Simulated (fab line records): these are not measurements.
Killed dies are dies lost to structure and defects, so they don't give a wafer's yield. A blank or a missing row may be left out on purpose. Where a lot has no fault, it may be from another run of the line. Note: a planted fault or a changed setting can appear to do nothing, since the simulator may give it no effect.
fab line records	flow ritCmos
[record] lots = 14	wafers = 42	lastDay = 7
route steps=202 shown PWELL@47 NLDD@160 CONTACT@181 M1@194
lots untouched by any fault: they come from a run of this same line in which no faults occurred
startH: hours from the record's first day to the start of the lot's first wafer shown	waitH: how many hours have passed since the lot's step before this one	" unchanged from the row above	L1.1+2: a single row standing in for several wafers	- no value, or no start given	* or withheld: withheld	< > ~ a bound
route shown NAME@n: names a module that has steps shown in the file, with the first one's number in the route	usual: mean and standard deviation over wafers with no fault	same: alike in all rows	chamber/n: place in a boat	sites: the reading at each site	_std_site: the standard deviation of these	_edge_site: the outer-site mean with the inner-site mean subtracted	radiusMm: for every site, how far away it sits from the centre of the wafer	mask NAME#n: copy n	behind: the last tool/chamber to shape the wafer	hold: why the lot went on hold/how many hours it stayed there/how the hold came to an end	device: transistor that didn't switch, given as n, p or np	end of line: tests run on the same wafers once the route is complete	a step without rows: its recipe alone	killed: at the first sort, the dies lost to defects and structure; wafer yield is something else	map: per-die view of a wafer (x killed, . not killed, _ where there is no die)
set.NAME: the setting that was run; set.NAME@STEP: the one run at that earlier step	model.NAME: the simulator's own value behind a step, which no gauge read
a sample of lots followed through the steps of the route, with each step as a table and each wafer as a row
services: when a tool's chamber went out of use (startH, in hours from the record's first day, below 0 if earlier), for how many hours, and the reason
[[steps]]
[step RIT_PWELL_IMPLANT_08]
[recipe] species = B	energyKev = 170	doseCm2 = 7e+13	tiltDeg = 7
[usual] doseIonsCm2 = 6.999e+13/7e+10	faradayCurrentUA = 222/4.3
lot.wafer	tool	chamber	startH	waitH	doseIonsCm2	faradayCurrentUA
L154.1	implanter-01	0	27.15	0.2	6.996e+13	217
L154.3	"	0	"	"	6.991e+13	232
L154.4	"	0	"	"	6.989e+13	223
L156.2	implanter-03	0	38.50	0.2	6.998e+13	219
L156.3	"	0	"	"	7.001e+13	224
L156.5	"	0	"	"	7.003e+13	228
L159.2	implanter-04	0	53.76	0.2	6.987e+13	228
L159.5	"	0	"	"	7.001e+13	222
L159.6	"	0	"	"	6.999e+13	215
L160.1	implanter-04	0	61.15	0.2	6.995e+13	219
L160.5	"	0	"	"	6.996e+13	225
L160.6	"	0	"	"	7.001e+13	221
L161.3	implanter-04	0	64.33	0.2	6.991e+13	232
L161.4	"	0	"	"	7.001e+13	228
L161.6	"	0	"	"	7.01e+13	220
L162.3	implanter-03	0	67.33	0.2	6.997e+13	223
L162.4	"	0	"	"	6.996e+13	227
L162.5	"	0	"	"	7.011e+13	227
L163.1	implanter-04	0	73.07	0.2	7.002e+13	220
L163.4	"	0	"	"	6.998e+13	218
L163.6	"	0	"	"	7.004e+13	221
L164.2	implanter-01	0	78.81	0.2	7e+13	218
L164.5	"	0	"	"	6.994e+13	227
L164.6	"	0	"	"	7.01e+13	221
L165.2	implanter-03	0	82.37	0.2	7.005e+13	230
L165.3	"	0	"	"	7.016e+13	219
L165.6	"	0	"	"	7.006e+13	224
L166.2	implanter-03	0	87.63	0.2	6.996e+13	219
L166.3	"	0	"	"	7e+13	217
L166.5	"	0	"	"	6.991e+13	218
L170.1	implanter-03	0	107.58	0.2	4.482e+13	139
L170.3	"	0	"	"	4.485e+13	140
L170.5	"	0	"	"	4.487e+13	141
L171.1	implanter-01	0	112.07	0.2	6.994e+13	223
L171.3	"	0	"	"	6.991e+13	218
L171.6	"	0	"	"	6.993e+13	219
L174.4	implanter-03	0	128.03	0.2	4.501e+13	144
L174.5	"	0	"	"	4.502e+13	146
L174.6	"	0	"	"	4.496e+13	141
L175.4	implanter-04	0	132.29	0.2	6.998e+13	217
L175.5	"	0	"	"	6.997e+13	231
L175.6	"	0	"	"	7.002e+13	221
[step RIT_PWELL_TW_MEAS_10]
[usual] PWELL_TW = 957/8.5
lot.wafer	tool	chamber	startH	waitH	hold	PWELL_TW
L154.1	filmMetro-04	-	27.47	0.1	-	971
L154.3	"	-	"	"	-	966
L154.4	"	-	"	"	-	965
L156.2	filmMetro-04	-	38.81	0.1	-	962
L156.3	"	-	"	"	-	965
L156.5	"	-	"	"	-	959
L159.2	filmMetro-01	-	54.07	0.1	-	961
L159.5	"	-	"	"	-	953
L159.6	"	-	"	"	-	962
L160.1	filmMetro-02	-	61.48	0.1	-	949
L160.5	"	-	"	"	-	941
L160.6	"	-	"	"	-	946
L161.3	filmMetro-02	-	64.63	0.1	-	939
L161.4	"	-	"	"	-	938
L161.6	"	-	"	"	-	940
L162.3	filmMetro-04	-	67.63	0.1	-	958
L162.4	"	-	"	"	-	958
L162.5	"	-	"	"	-	966
L163.1	filmMetro-04	-	73.39	0.1	-	966
L163.4	"	-	"	"	-	969
L163.6	"	-	"	"	-	961
L164.2	filmMetro-01	-	79.12	0.1	-	961
L164.5	"	-	"	"	-	964
L164.6	"	-	"	"	-	964
L165.2	filmMetro-01	-	82.68	0.1	-	962
L165.3	"	-	"	"	-	962
L165.6	"	-	"	"	-	964
L166.2	filmMetro-01	-	87.94	0.1	-	957
L166.3	"	-	"	"	-	957
L166.5	"	-	"	"	-	961
L170.1	filmMetro-02	-	107.91	0.1	awaitDispo/0.2h/release	822
L170.3	"	-	"	"	awaitDispo/0.2h/release	827
L170.5	"	-	"	"	awaitDispo/0.2h/release	820
L170.1	filmMetro-02	-	108.14	0.2	-	823
L170.3	"	-	"	"	-	819
L170.5	"	-	"	"	-	825
L171.1	filmMetro-01	-	112.39	0.1	-	960
L171.3	"	-	"	"	-	961
L171.6	"	-	"	"	-	961
L174.4	filmMetro-02	-	128.31	0.1	awaitDispo/0.2h/release	820
L174.5	"	-	"	"	awaitDispo/0.2h/release	818
L174.6	"	-	"	"	awaitDispo/0.2h/release	824
L174.4	filmMetro-02	-	128.54	0.2	-	824
L174.5	"	-	"	"	-	818
L174.6	"	-	"	"	-	820
L175.4	filmMetro-04	-	132.57	0.1	-	952
L175.5	"	-	"	"	-	951
L175.6	"	-	"	"	-	952
[step RIT_WELLDRIVE_RS_MEAS_02]
[recipe] thkMeasGauge = four-point-probe
[usual] PWELL_RS = 429.6/1.2
lot.wafer	tool	chamber	startH	waitH	hold	PWELL_RS[ohm/sq]
L154.1	filmMetro-04	-	32.74	0.1	-	429.3
L154.3	"	-	"	"	-	428.2
L154.4	"	-	"	"	-	428.3
L156.2	filmMetro-04	-	44.92	0.1	-	429.6
L156.3	"	-	"	"	-	429.8
L156.5	"	-	"	"	-	428.7
L159.2	filmMetro-04	-	60.24	0.1	-	429.1
L159.5	"	-	"	"	-	429.7
L159.6	"	-	"	"	-	429.0
L160.1	filmMetro-04	-	66.74	0.1	-	430.4
L160.5	"	-	"	"	-	430.3
L160.6	"	-	"	"	-	429.7
L161.3	filmMetro-04	-	69.91	0.1	-	430.4
L161.4	"	-	"	"	-	430.0
L161.6	"	-	"	"	-	430.5
L162.3	filmMetro-04	-	72.91	0.1	-	430.6
L162.4	"	-	"	"	-	429.8
L162.5	"	-	"	"	-	431.0
L163.1	filmMetro-04	-	78.65	0.1	-	428.5
L163.4	"	-	"	"	-	428.7
L163.6	"	-	"	"	-	430.4
L164.2	filmMetro-02	-	84.39	0.1	-	428.0
L164.5	"	-	"	"	-	426.6
L164.6	"	-	"	"	-	427.3
L165.2	filmMetro-02	-	88.01	0.1	-	430.4
L165.3	"	-	"	"	-	429.3
L165.6	"	-	"	"	-	429.6
L166.2	filmMetro-01	-	93.21	0.1	-	431.8
L166.3	"	-	"	"	-	429.6
L166.5	"	-	"	"	-	430.4
L171.1	filmMetro-02	-	117.65	0.1	-	429.2
L171.3	"	-	"	"	-	428.9
L171.6	"	-	"	"	-	430.3
L170.1	filmMetro-02	-	118.76	0.1	awaitDispo/0.2h/release	570.6
L170.3	"	-	"	"	awaitDispo/0.2h/release	567.6
L170.5	"	-	"	"	awaitDispo/0.2h/release	568.3
L170.1	filmMetro-02	-	119.12	0.3	-	571.3
L170.3	"	-	"	"	-	565.9
L170.5	"	-	"	"	-	569.8
L174.4	filmMetro-04	-	135.81	0.1	awaitDispo/0.2h/release	573.7
L174.5	"	-	"	"	awaitDispo/0.2h/release	575.7
L174.6	"	-	"	"	awaitDispo/0.2h/release	573.7
L174.4	filmMetro-04	-	136.10	0.3	-	572.5
L174.5	"	-	"	"	-	575.3
L174.6	"	-	"	"	-	573.9
L175.4	filmMetro-01	-	137.87	0.1	-	430.1
L175.5	"	-	"	"	-	430.9
L175.6	"	-	"	"	-	430.5
[step RIT_SDANNEAL_RS_MEAS_07]
[recipe] thkMeasGauge = four-point-probe
[usual] NLDD_RS = 151.5/0.48
lot.wafer	tool	chamber	startH	waitH	NLDD_RS[ohm/sq]
L154.1	filmMetro-01	-	56.31	0.1	150.8
L154.3	"	-	"	"	151.5
L154.4	"	-	"	"	151.3
L156.2	filmMetro-03	-	68.62	0.1	151.5
L156.3	"	-	"	"	152.0
L156.5	"	-	"	"	152.5
L159.2	filmMetro-03	-	83.16	0.1	151.9
L159.5	"	-	"	"	151.7
L159.6	"	-	"	"	151.9
L160.1	filmMetro-03	-	90.19	0.1	151.2
L160.5	"	-	"	"	150.9
L160.6	"	-	"	"	151.2
L161.3	filmMetro-02	-	90.70	0.1	151.2
L161.4	"	-	"	"	150.9
L161.6	"	-	"	"	152.1
L162.3	filmMetro-02	-	94.36	0.1	152.3
L162.4	"	-	"	"	152.2
L162.5	"	-	"	"	151.8
L163.1	filmMetro-03	-	102.34	0.1	150.8
L163.4	"	-	"	"	150.8
L163.6	"	-	"	"	150.8
L164.2	filmMetro-03	-	105.77	0.1	151.3
L164.5	"	-	"	"	151.1
L164.6	"	-	"	"	150.9
L165.2	filmMetro-03	-	109.63	0.1	152.0
L165.3	"	-	"	"	151.8
L165.6	"	-	"	"	151.9
L166.2	filmMetro-01	-	114.65	0.1	152.1
L166.3	"	-	"	"	151.6
L166.5	"	-	"	"	151.0
L171.1	filmMetro-01	-	139.38	0.1	151.6
L171.3	"	-	"	"	151.5
L171.6	"	-	"	"	150.9
L175.4	filmMetro-02	-	160.30	0.1	151.8
L175.5	"	-	"	"	152.1
L175.6	"	-	"	"	151.6
[step RIT_CONTACT_CD_MEAS_90]
[recipe] targetCdNm = 1000
[usual] cdNm = 999.6/2.4
lot.wafer	tool	chamber	startH	waitH	cdNm
L154.1	cdSem-01	-	58.83	0.1	1000.5
L154.3	"	-	"	"	998.7
L154.4	"	-	"	"	1000.5
L156.2	cdSem-01	-	71.01	0.1	1002.5
L156.3	"	-	"	"	1000.1
L156.5	"	-	"	"	1000.6
L159.2	cdSem-01	-	85.68	0.1	995.9
L159.5	"	-	"	"	997.2
L159.6	"	-	"	"	994.7
L160.1	cdSem-02	-	92.75	0.1	998.5
L160.5	"	-	"	"	997.6
L160.6	"	-	"	"	998.6
L161.3	cdSem-01	-	93.23	0.1	998.3
L161.4	"	-	"	"	999.0
L161.6	"	-	"	"	997.7
L162.3	cdSem-02	-	96.98	0.1	1000.1
L162.4	"	-	"	"	999.6
L162.5	"	-	"	"	999.0
L163.1	cdSem-01	-	104.86	0.1	1000.3
L163.4	"	-	"	"	999.5
L163.6	"	-	"	"	999.9
L164.2	cdSem-02	-	108.25	0.1	1000.0
L164.5	"	-	"	"	1000.9
L164.6	"	-	"	"	1001.6
L165.2	cdSem-02	-	112.20	0.1	999.2
L165.3	"	-	"	"	998.5
L165.6	"	-	"	"	998.5
L166.2	cdSem-02	-	117.19	0.1	994.9
L166.3	"	-	"	"	996.1
L166.5	"	-	"	"	996.7
L171.1	cdSem-01	-	141.93	0.1	998.6
L171.3	"	-	"	"	998.4
L171.6	"	-	"	"	996.7
L175.4	cdSem-02	-	162.82	0.1	1000.2
L175.5	"	-	"	"	1001.2
L175.6	"	-	"	"	1002.1
[step RIT_M1_OVL_MEAS_10]
[usual] M1_OVL = 0.1/1.1
lot.wafer	tool	chamber	startH	waitH	M1_OVL[nm]
L154.1	overlay-01	-	60.77	0.1	1.6
L154.3	"	-	"	"	0.5
L154.4	"	-	"	"	-0.5
L156.2	overlay-02	-	72.96	0.1	2.1
L156.3	"	-	"	"	2.1
L156.5	"	-	"	"	1.5
L159.2	overlay-01	-	87.80	0.1	0.7
L159.5	"	-	"	"	1.7
L159.6	"	-	"	"	-1.0
L160.1	overlay-01	-	95.03	0.1	0.4
L160.5	"	-	"	"	0.5
L160.6	"	-	"	"	1.5
L161.3	overlay-01	-	95.32	0.1	1.6
L161.4	"	-	"	"	0.2
L161.6	"	-	"	"	2.1
L162.3	overlay-02	-	99.15	0.1	1.3
L162.4	"	-	"	"	0.4
L162.5	"	-	"	"	-0.3
L163.1	overlay-01	-	106.99	0.1	-0.1
L163.4	"	-	"	"	0.5
L163.6	"	-	"	"	0.1
L164.2	overlay-02	-	110.22	0.1	-0.3
L164.5	"	-	"	"	-1.0
L164.6	"	-	"	"	-0.8
L165.2	overlay-02	-	114.15	0.1	-0.9
L165.3	"	-	"	"	0.7
L165.6	"	-	"	"	-0.8
L166.2	overlay-02	-	119.26	0.1	-1.3
L166.3	"	-	"	"	0.1
L166.5	"	-	"	"	0.7
L171.1	overlay-02	-	143.89	0.1	-0.1
L171.3	"	-	"	"	0.2
L171.6	"	-	"	"	-0.1
L175.4	overlay-02	-	164.86	0.1	-0.1
L175.5	"	-	"	"	0.0
L175.6	"	-	"	"	-0.8
[step RIT_M1_PROBE_99]
[usual] defectLimitedYield = 97.5/1.1	killed_at_M0_to_M3 = 0.0/0.083	killedAtFrontEnd = 6.5/3	killedDies = 7/3	killedOpen = 3.2/2	killedShort = 3.2/1.9	sort_bin_3_pad_short = 0.1/0.2	sort_bin_5_function = 1.4/0.81	sort_bin_6_memory = 1.0/0.67	sortNPass = 257/3	sortYieldPct = 97.5/1.1
[same] grossDies = 264	killed_at_M4_up = 0	killedAtBackSide = 0	killedAtContacts = 0	killedAtOther = 0
lot.wafer	tool	chamber	startH	waitH	defectLimitedYield[%]	killed_at_M0_to_M3	killedAtFrontEnd	killedDies	killedOpen	killedShort	sort_bin_3_pad_short[%]	sort_bin_5_function[%]	sort_bin_6_memory[%]	sortNPass	sortYieldPct[%]
L154.1	prober-02	-	63.62	0.1	95.1	0	13	13	3	9	0.4	1.9	2.7	251	95.1
L154.3	prober-02	-	63.72	0.2	98.9	0	3	3	1	2	0	1.1	0	261	98.9
L154.4	prober-02	-	63.77	0.2	99.2	0	2	2	1	1	0	0.8	0	262	99.2
L156.2	prober-02	-	75.54	0.1	98.5	0	4	4	4	0	0	1.1	0.4	260	98.5
L156.3	prober-02	-	75.59	0.2	100.0	0	0	0	0	0	0	0	0	264	100.0
L156.5	prober-02	-	75.69	0.2	98.9	0	3	3	2	1	0	0.4	0.8	261	98.9
L159.2	prober-01	-	90.38	0.1	97.7	0	6	6	3	3	0	1.1	1.1	258	97.7
L159.5	prober-01	-	90.53	0.2	96.2	0	10	10	5	5	0	2.3	1.5	254	96.2
L159.6	prober-01	-	90.58	0.2	96.6	0	9	9	7	2	0	3.0	0.4	255	96.6
L160.1	prober-02	-	97.59	0.1	97.0	0	8	8	4	4	0	2.3	0.8	256	97.0
L160.5	prober-02	-	97.79	0.2	97.7	0	6	6	5	1	0	0.8	1.5	258	97.7
L160.6	prober-02	-	97.84	0.2	96.2	0	10	10	1	9	0.4	2.7	0.8	254	96.2
L161.3	prober-01	-	98.77	0.2	99.2	0	2	2	1	1	0	0.8	0	262	99.2
L161.4	prober-01	-	98.82	0.2	99.2	0	2	2	0	2	0	0	0.8	262	99.2
L161.6	prober-01	-	98.92	0.2	98.9	0	3	3	3	0	0	1.1	0	261	98.9
L162.3	prober-02	-	101.81	0.2	97.7	0	6	6	3	3	0	1.9	0.4	258	97.7
L162.4	prober-02	-	101.86	0.2	97.7	0	6	6	2	4	0	1.1	1.1	258	97.7
L162.5	prober-02	-	101.91	0.2	98.5	0	4	4	2	2	0	1.1	0.4	260	98.5
L163.1	prober-01	-	109.99	0.1	96.2	0	10	10	4	6	0.4	1.5	1.9	254	96.2
L163.4	prober-01	-	110.14	0.2	98.1	0	5	5	0	5	0	1.5	0.4	259	98.1
L163.6	prober-01	-	110.24	0.2	97.3	0	7	7	4	3	0	1.9	0.8	257	97.3
L164.2	prober-02	-	112.90	0.1	99.2	0	2	2	2	0	0	0.4	0.4	262	99.2
L164.5	prober-02	-	113.05	0.2	97.0	0	8	8	5	3	0	2.3	0.8	256	97.0
L164.6	prober-02	-	113.10	0.2	99.2	0	2	2	1	1	0	0.8	0	262	99.2
L165.2	prober-01	-	116.73	0.1	98.1	0	5	5	3	2	0	0.4	1.5	259	98.1
L165.3	prober-01	-	116.78	0.2	98.9	0	3	3	1	2	0.4	0.4	0.4	261	98.9
L165.6	prober-01	-	116.93	0.2	97.3	0	7	7	3	4	0.4	1.5	0.8	257	97.3
L166.2	prober-02	-	121.86	0.1	97.7	0	6	6	0	6	0	0.8	1.5	258	97.7
L166.3	prober-02	-	121.91	0.2	98.5	0	4	4	2	2	0	1.1	0.4	260	98.5
L166.5	prober-02	-	122.01	0.2	96.2	0	10	10	3	7	0.4	2.3	1.1	254	96.2
L171.1	prober-01	-	146.83	0.1	95.5	1	11	12	4	7	0.4	1.9	2.3	252	95.5
L171.3	prober-01	-	146.93	0.2	98.9	0	3	3	1	2	0	1.1	0	261	98.9
L171.6	prober-01	-	147.08	0.2	98.1	0	5	5	4	1	0	1.5	0.4	259	98.1
L175.4	prober-01	-	167.53	0.2	96.6	0	9	9	4	3	0	1.5	1.9	255	96.6
L175.5	prober-01	-	167.58	0.2	97.0	0	8	8	2	6	0.4	1.5	1.1	256	97.0
L175.6	prober-01	-	167.63	0.2	98.1	0	5	5	2	3	0	1.1	0.8	259	98.1
// killed by level:class
L154.1 FOX2:geometricParticle:short=3 SILICIDE:geometricParticle:open=3 SILICIDE:geometricParticle:short=3 GATE:geometricParticle:short=2 REOX:geometricParticle:short=1 ACTIVE:coatMicrobubblePrinted=1
L154.3 GATE:geometricParticle:open=1 GATE:geometricParticle:short=1 SPACER:geometricParticle:short=1
L154.4 FOX2:geometricParticle:open=1 SPACER:geometricParticle:short=1
L156.2 FOX1:geometricParticle:open=2 SILICIDE:geometricParticle:open=2
L156.5 GATE:geometricParticle:open=1 GATE:geometricParticle:short=1 SILICIDE:geometricParticle:open=1
L159.2 GATE:geometricParticle:open=3 FOX1:geometricParticle:short=1 GATE:geometricParticle:short=1 SILICIDE:geometricParticle:short=1
L159.5 SPACER:geometricParticle:open=3 GATE:geometricParticle:open=2 SPACER:geometricParticle:short=2 GATE:geometricParticle:short=1 REOX:geometricParticle:short=1 SILICIDE:geometricParticle:short=1
L159.6 SILICIDE:geometricParticle:open=4 SPACER:geometricParticle:open=2 FOX1:geometricParticle:short=1 GATE:geometricParticle:open=1 GATE:geometricParticle:short=1
L160.1 REOX:geometricParticle:open=2 SILICIDE:geometricParticle:short=2 FOX1:geometricParticle:open=1 FOX1:geometricParticle:short=1 GATE:geometricParticle:open=1 GATE:geometricParticle:short=1
L160.5 REOX:geometricParticle:open=3 FOX1:geometricParticle:open=2 FOX1:geometricParticle:short=1
L160.6 GATE:geometricParticle:short=4 SILICIDE:geometricParticle:short=2 FOX2:geometricParticle:open=1 FOX2:geometricParticle:short=1 REOX:geometricParticle:short=1 SPACER:geometricParticle:short=1
L161.3 GATE:geometricParticle:open=1 SILICIDE:geometricParticle:short=1
L161.4 REOX:geometricParticle:short=1 SILICIDE:geometricParticle:short=1
L161.6 FOX1:geometricParticle:open=1 FOX2:geometricParticle:open=1 SPACER:geometricParticle:open=1
L162.3 SILICIDE:geometricParticle:open=3 GATE:geometricParticle:short=2 SPACER:geometricParticle:short=1
L162.4 REOX:geometricParticle:short=2 FOX2:geometricParticle:open=1 GATE:geometricParticle:short=1 SPACER:geometricParticle:short=1 SILICIDE:geometricParticle:open=1
L162.5 GATE:geometricParticle:short=2 FOX2:geometricParticle:open=1 SPACER:geometricParticle:open=1
L163.1 FOX1:geometricParticle:open=3 REOX:geometricParticle:short=2 SPACER:geometricParticle:short=2 FOX1:geometricParticle:short=1 SILICIDE:geometricParticle:open=1 SILICIDE:geometricParticle:short=1
L163.4 GATE:geometricParticle:short=2 SILICIDE:geometricParticle:short=2 REOX:geometricParticle:short=1
L163.6 GATE:geometricParticle:short=3 SILICIDE:geometricParticle:open=2 FOX2:geometricParticle:open=1 GATE:geometricParticle:open=1
L164.2 FOX2:geometricParticle:open=1 REOX:geometricParticle:open=1
L164.5 GATE:geometricParticle:open=3 GATE:geometricParticle:short=2 FOX1:geometricParticle:open=1 SPACER:geometricParticle:open=1 SILICIDE:geometricParticle:short=1
L164.6 SPACER:geometricParticle:short=1 SILICIDE:geometricParticle:open=1
L165.2 GATE:geometricParticle:open=2 GATE:geometricParticle:short=2 SPACER:geometricParticle:open=1
L165.3 GATE:geometricParticle:short=1 GATE:geometricParticle:open=1 SILICIDE:geometricParticle:short=1
L165.6 GATE:geometricParticle:open=2 SPACER:geometricParticle:short=2 GATE:geometricParticle:short=1 SPACER:geometricParticle:open=1 SILICIDE:geometricParticle:short=1
L166.2 SILICIDE:geometricParticle:short=2 FOX2:geometricParticle:short=1 GATE:geometricParticle:short=1 REOX:geometricParticle:short=1 SPACER:geometricParticle:short=1
L166.3 FOX1:geometricParticle:short=2 GATE:geometricParticle:open=1 REOX:geometricParticle:open=1
L166.5 FOX1:geometricParticle:short=4 SPACER:geometricParticle:short=2 FOX1:geometricParticle:open=1 GATE:geometricParticle:short=1 REOX:geometricParticle:open=1 SPACER:geometricParticle:open=1
L171.1 FOX1:geometricParticle:short=3 REOX:geometricParticle:short=3 FOX1:geometricParticle:open=1 FOX2:geometricParticle:open=1 REOX:geometricParticle:open=1 SPACER:geometricParticle:open=1 M1:geometricParticle:short=1 NWELL:coatMicrobubblePrinted=1
L171.3 GATE:geometricParticle:short=1 GATE:geometricParticle:open=1 REOX:geometricParticle:short=1
L171.6 GATE:geometricParticle:open=2 FOX1:geometricParticle:open=1 GATE:geometricParticle:short=1 SPACER:geometricParticle:open=1
L175.4 GATE:geometricParticle:open=2 ACTIVE:coatMicrobubblePrinted=2 FOX1:geometricParticle:open=1 FOX1:geometricParticle:short=1 REOX:geometricParticle:open=1 REOX:geometricParticle:short=1 STARTING-WAFER:geometricParticle:short=1
L175.5 GATE:geometricParticle:short=2 REOX:geometricParticle:short=2 FOX1:geometricParticle:short=1 GATE:geometricParticle:open=1 REOX:geometricParticle:open=1 SILICIDE:geometricParticle:short=1
L175.6 GATE:geometricParticle:short=2 GATE:geometricParticle:open=1 REOX:geometricParticle:short=1 SPACER:geometricParticle:open=1
[[services]]
tool	chamber	startH	hours	kind
implanter-04	-	27.00	2.8	repair
implanter-04	-	37.16	0.6	repair
implanter-03	-	41.97	2.5	repair
implanter-04	-	47.88	2.1	pm
implanter-01	-	104.28	4.5	repair
implanter-04	-	106.25	1.9	repair
implanter-03	-	113.44	3.2	repair
implanter-01	-	115.99	44.0	pm
[[key]]
[firstSign] step = RIT_PWELL_IMPLANT_08	reading = doseIonsCm2	direction = down	sigmas = 99+	usual = 6.999e+13	struck = 4.492e+13
[effect] step = RIT_PWELL_IMPLANT_08	reading = faradayCurrentUA	direction = down	sigmas = 19	usual = 222	struck = 142
[effect] step = RIT_PWELL_TW_MEAS_10	reading = visit	direction = added
[effect] step = RIT_PWELL_TW_MEAS_10	reading = PWELL_TW	direction = down	sigmas = 16	usual = 957	struck = 822
[effect] step = RIT_WELLDRIVE_RS_MEAS_02	reading = visit	direction = added
[effect] step = RIT_WELLDRIVE_RS_MEAS_02	reading = PWELL_RS	direction = up	sigmas = 99+	usual = 429.6	struck = 571.6
metAt RIT_PWELL_IMPLANT_08
struckLots L170,L174
scrappedBehind RIT_WELLDRIVE_RS_MEAS_02 L170.1,L170.3,L170.5,L174.4,L174.5,L174.6
notActingAt RIT_SDANNEAL_RS_MEAS_07,RIT_CONTACT_CD_MEAS_90,RIT_M1_OVL_MEAS_10
onsetBetween 87.63 107.58
[fault] kind = processParameterDrift	tool = implanter-03	chamber = -	onsetH = 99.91	steps = RIT_PWELL_IMPLANT_08	channel = doseCm2	offset = -2.5114e+13	shape = step	endH = 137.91	actsIn = theseRecipesOnly	stated = 7e+13
